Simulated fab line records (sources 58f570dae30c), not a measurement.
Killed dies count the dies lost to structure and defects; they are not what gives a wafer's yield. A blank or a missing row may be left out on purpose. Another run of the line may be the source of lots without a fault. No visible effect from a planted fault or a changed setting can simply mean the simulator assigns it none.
Which tool is to blame? ; flow berkeleyCmos170 ; 15 lots with 45 wafers sampled at 5 steps, on a route of 331 steps

== WHAT THE GAUGES SHOWED, per wafer ==
UCB170_START_BOW_MEAS_00. Usual: INCOMING_BOW gives -1 um (standard deviation 6.5).
lot;measured;on;INCOMING_BOW (um);flag
L249;day 1 15:00;filmMetro-01;15 2 1;
L251;day 2 01:00;filmMetro-02;-4 -7 2;
L252;day 2 06:04;filmMetro-01;-7 -3 -11;
L253;day 2 11:02;filmMetro-01;0 -11 4;
L255;day 2 21:00;filmMetro-02;-10 -5 3;
L257;day 3 07:00;filmMetro-02;4 -3 -12;
L258;day 3 12:00;filmMetro-02;9 1 10;
L259;day 3 17:00;filmMetro-01;14 2 2;
L260;day 3 22:20;filmMetro-01;3 -15 -5;
L261;day 4 03:00;filmMetro-02;-3 4 7;
L263;day 4 13:00;filmMetro-02;-4 -3 -12;
L264;day 4 18:00;filmMetro-01;-3 -3 3;
L265;day 4 23:02;filmMetro-01;0 -2 -1;
L270;day 6 00:02;filmMetro-01;-8 -4 9;
L271;day 6 05:02;filmMetro-03;13 -8 -7;

UCB170_NWELL_OVL_MEAS_12. Usual: NWELL_OVL gives -1 nm (standard deviation 5).
lot;measured;on;NWELL_OVL (nm);flag
L249;day 2 16:16;overlay-01;-3 -10 -3;
L251;day 2 22:40;overlay-01;5 7 5;
L252;day 3 07:29;overlay-02;0 -2 -9;
L253;day 3 07:47;overlay-01;-1 -3 -3;
L255;day 3 19:30;overlay-01;-8 -8 -7;
L257;day 4 03:52;overlay-02;3 -7 1;
L258;day 4 13:57;overlay-01;3 6 2;
L259;day 4 20:19;overlay-01;9 9 9;
L260;day 5 08:02;overlay-01;8 11 9;
L261;day 5 08:17;overlay-01;-2 -6 1;
L263;day 5 14:59;overlay-02;-2 -3 -6;
L264;day 5 14:54;overlay-01;-3 -7 0;
L265;day 5 22:17;overlay-01;-1 1 -2;
L270;day 6 23:08;overlay-02;-10 -4 -5;
L271;day 7 07:37;overlay-01;1 3 4;

UCB170_PVT_OVL_MEAS_06. Usual: PVT_OVL gives -4 nm (standard deviation 6).
lot;measured;on;PVT_OVL (nm);flag
L249;day 6 10:23;overlay-02;1 -10 -5;
L251;day 6 10:44;overlay-02;-4 -9 -8;
L252;day 7 04:13;overlay-01;-12 -12 -7;
L253;day 7 03:55;overlay-01;-11 -9 -14;
L255;day 7 03:55;overlay-02;-3 -2 -3;
L257;day 7 09:38;overlay-02;-2 -7 -11;
L258;day 7 19:31;overlay-02;-13 -6 -4;
L259;day 8 05:00;overlay-02;2 3 -1;
L260;day 8 15:54;overlay-02;-11 -12 -12;
L263;day 8 23:14;overlay-02;-8 -12 -6;
L270;day 10 14:20;overlay-02;-2 1 8;
L271;day 10 16:03;overlay-02;6 3 -1;

== WHICH TOOL RAN EACH LOT (tool, then ch and the chambers of the sampled wafers, then the start) ==
lot;UCB170_PWELL_ETCH_14;UCB170_PWELL_STRIP_16
L249;rieDiel-04 ch 0,1,2, day 3 11:30;plasmaAsher-02 ch 0,1, day 3 11:45
L251;rieDiel-01 ch 0,1,3, day 3 17:31;plasmaAsher-04 ch 0,1, day 3 17:46
L252;rieDiel-03 ch 1,2,3, day 4 05:23;plasmaAsher-02 ch 0,1, day 4 05:40
L253;rieDiel-01 ch 0,3, day 4 05:08;plasmaAsher-04 ch 0,1, day 4 05:26
L255;rieDiel-04 ch 0,1,2, day 4 14:03;plasmaAsher-04 ch 0,1, day 4 14:18
L257;rieDiel-04 ch 1,2, day 4 21:32;plasmaAsher-04 ch 0,1, day 4 21:47
L258;rieDiel-03 ch 1,3, day 5 09:19;plasmaAsher-01 ch 0,1, day 5 09:34
L259;rieDiel-03 ch 0,2, day 5 16:34;plasmaAsher-01 ch 0,1, day 5 16:49
L260;rieDiel-04 ch 0,1,3, day 5 22:35;plasmaAsher-01 ch 0,1, day 5 22:50
L261;rieDiel-03 ch 1,2,3, day 5 22:35;plasmaAsher-02 ch 0,1, day 5 22:50
L263;rieDiel-01 ch 0,1,2, day 6 12:33;plasmaAsher-02 ch 0,1, day 6 12:48
L264;rieDiel-03 ch 1,2,3, day 6 04:50;plasmaAsher-04 ch 0,1, day 6 05:05
L265;rieDiel-03 ch 1,3, day 6 14:40;plasmaAsher-04 ch 0,1, day 6 14:57
L270;rieDiel-01 ch 2,3, day 7 19:01;plasmaAsher-01 ch 0,1, day 7 19:18
L271;rieDiel-01 ch 1,2,3, day 8 00:29;plasmaAsher-01 ch 0,1, day 8 00:44
- UCB170_PWELL_ETCH_14: etches Si3N4 in CH3F/Ar/O2, stops on SiO2, target depth 242 nm, time 151 s.
- UCB170_PWELL_STRIP_16: strips in O2.

== AS READ BY THE TOOLS THEMSELVES (means over the sampled wafers that have a number; for cases with no such wafer, the mark the record gives instead) ==
UCB170_PWELL_ETCH_14. Usual: drypumpMotorCurrentA 5.9 A, standard deviation 0.42; mfcArSccm 49.98 sccm, standard deviation 0.16; oesProductAu 0.939 a.u., standard deviation 0.014; rfFwdPowerW 448.5 W, standard deviation 1.6; runLengthS 179.2 s, standard deviation 0.36; throttleValvePct 8.12 %, standard deviation 0.092.
lot;tool;drypumpMotorCurrentA (A);mfcArSccm (sccm);oesProductAu (a.u.);rfFwdPowerW (W);runLengthS (s);throttleValvePct (%);flag
L249;rieDiel-04;5.3;49.99;0.946;449.5;179.2;8.18;
L251;rieDiel-01;6.1;50.01;0.956;447.6;179.0;8.10;
L252;rieDiel-03;5.9;49.91;0.928;448.4;179.3;8.14;
L253;rieDiel-01;6.1;50.15;0.962;449.4;179.4;8.09;
L255;rieDiel-04;5.3;49.89;0.938;449.2;179.3;8.20;
L257;rieDiel-04;5.1;49.81;0.924;448.0;179.6;8.18;
L258;rieDiel-03;6.1;49.79;0.922;448.2;179.3;8.19;
L259;rieDiel-03;6.1;49.97;0.935;447.1;179.0;8.05;
L260;rieDiel-04;5.5;49.98;0.935;446.7;179.1;8.10;
L261;rieDiel-03;5.9;49.99;0.981;-;156.0;8.13;OFF
L263;rieDiel-01;6.1;50.01;0.936;447.2;179.2;8.15;
L264;rieDiel-03;5.9;50.03;0.985;-;156.1;8.14;OFF
L265;rieDiel-03;5.9;50.06;0.988;-;156.1;8.11;OFF
L270;rieDiel-01;6.0;49.93;0.957;447.6;179.1;8.20;
L271;rieDiel-01;6.1;50.11;0.951;449.3;179.1;8.15;

UCB170_PWELL_STRIP_16. Usual: drypumpMotorCurrentA 5.7 A, standard deviation 0.39; oesProductAu 0.721 a.u., standard deviation 0.0048; stripTimeToEndpointS 18.09 s, standard deviation 0.081.
lot;tool;drypumpMotorCurrentA (A);oesProductAu (a.u.);stripTimeToEndpointS (s);flag
L249;plasmaAsher-02;5.9;0.721;18.13;
L251;plasmaAsher-04;5.8;0.719;18.10;
L252;plasmaAsher-02;6.1;0.723;18.18;
L253;plasmaAsher-04;5.7;0.718;18.09;
L255;plasmaAsher-04;5.7;0.722;18.05;
L257;plasmaAsher-04;5.5;0.719;18.03;
L258;plasmaAsher-01;5.7;0.719;18.13;
L259;plasmaAsher-01;5.4;0.718;18.14;
L260;plasmaAsher-01;5.5;0.713;18.11;
L261;plasmaAsher-02;5.9;0.726;18.71;OFF
L263;plasmaAsher-02;6.1;0.721;17.94;
L264;plasmaAsher-04;5.8;0.719;18.62;OFF
L265;plasmaAsher-04;5.7;0.721;18.65;OFF
L270;plasmaAsher-01;5.7;0.719;18.09;
L271;plasmaAsher-01;5.4;0.721;18.13;

== THE ANSWER, worked out from the rows above alone ==
Rule: a lot counts as off when the mean over its wafers that have a number is more than 3 standard deviations away from the usual mean. A lot without any number at a reading at which 4 lots or more have one is off too. The other lots that the step has rows for count as sound. First the gauges in route order, then the tools' own readings, where a lot's mean is used as printed above. At the first step where some lot is off, the reading lying furthest off is the one used; lots without a number count as furthest.
Off: L261, L264, L265, at UCB170_PWELL_ETCH_14 (rfFwdPowerW). Without a number there: L261, L264, L265.
A tool fits if, at that step or a process step before it, it ran every lot that is off, and no sound lot after the first of them. One candidate fits, namely rieDiel-03 at UCB170_PWELL_ETCH_14. Its last sound lot is L259 (day 5 16:34), its first lot that is off L261 (day 5 22:35): a fault that began between those two fits.
On the lots that are off, the tool's own readings at UCB170_PWELL_ETCH_14 differ by more than 5 times the standard deviation of the sound lots' means, which bears it out; runLengthS reads 156.1 s there versus 179.2 s on the sound lots.
Blank at UCB170_PWELL_ETCH_14 on the lots that are off, where sound lots have numbers: rfFwdPowerW.

== WHAT THE SIMULATOR HAD PUT IN ==
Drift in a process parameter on rieDiel-03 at UCB170_PWELL_ETCH_14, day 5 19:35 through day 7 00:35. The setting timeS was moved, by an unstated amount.
Shown lots that were struck: L261, L264, L265. The rule above found the same.
